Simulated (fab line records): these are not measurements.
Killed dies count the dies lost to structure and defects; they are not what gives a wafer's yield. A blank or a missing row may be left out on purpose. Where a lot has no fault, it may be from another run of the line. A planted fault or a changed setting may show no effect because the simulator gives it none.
Which tool did it?	flow berkeley_cmos170	7 lots, 21 wafers sampled, at 2 steps of a route of 331

== WHAT EACH GAUGE READ, for each wafer ==
UCB170_ACTIVE_THK_MEAS_03.
lot	measured	on	ACTIVE_OXIDE_THK (nm)
L649	day 4 02:29	film_metro-03	26.5 26.6 26.3
L651	day 4 15:11	film_metro-02	26.0 26.0 26.4
L655	day 5 14:38	film_metro-03	26.6 26.2 26.5
L659	day 6 01:22	film_metro-03	26.3 26.1 26.2
L665	day 7 01:04	film_metro-04	26.5 26.1 26.5
L667	day 7 15:03	film_metro-03	26.7 26.8 26.8
L671	day 8 11:49	film_metro-02	26.5 27.3 27.2

== EACH LOT AND THE TOOL THAT RAN IT (in order: tool; ch and the chambers of the sampled wafers; start) ==
lot	UCB170_ZERO_ETCH_06
L649	rie_diel-02 ch 0,1,3, day 1 22:33
L651	rie_diel-04 ch 0,2, day 2 09:05
L655	rie_diel-02 ch 1,2,3, day 3 07:32
L659	rie_diel-02 ch 1,2,3, day 4 02:47
L665	rie_diel-04 ch 0,2,3, day 5 08:55
L667	rie_diel-03 ch 0,1,3, day 5 16:49
L671	rie_diel-03 ch 0,1,3, day 6 16:17
- UCB170_ZERO_ETCH_06: etches SiO2 in CHF3/CF4/Ar, time 12 s.

== THE ANSWER, worked out from the rows above alone ==
Rule: the lots themselves supply what counts as usual. Put in order of their means at a reading, lots are off if they are a third of the lots or fewer, leave a main group of 4 or more, and stand apart from it by a gap of 3 or more times the standard deviation of the main group's means; of several such gaps the widest counts. A main group is skipped when, at the precision printed for the reading in the tables above, its means are all equal. Also off: a lot with no number at a reading for which 4 or more lots have one. All remaining lots with rows at the step are treated as sound.
No lot is off at any reading shown: from this, nothing can be told.

== WHAT WAS PUT IN BY THE SIMULATOR ==
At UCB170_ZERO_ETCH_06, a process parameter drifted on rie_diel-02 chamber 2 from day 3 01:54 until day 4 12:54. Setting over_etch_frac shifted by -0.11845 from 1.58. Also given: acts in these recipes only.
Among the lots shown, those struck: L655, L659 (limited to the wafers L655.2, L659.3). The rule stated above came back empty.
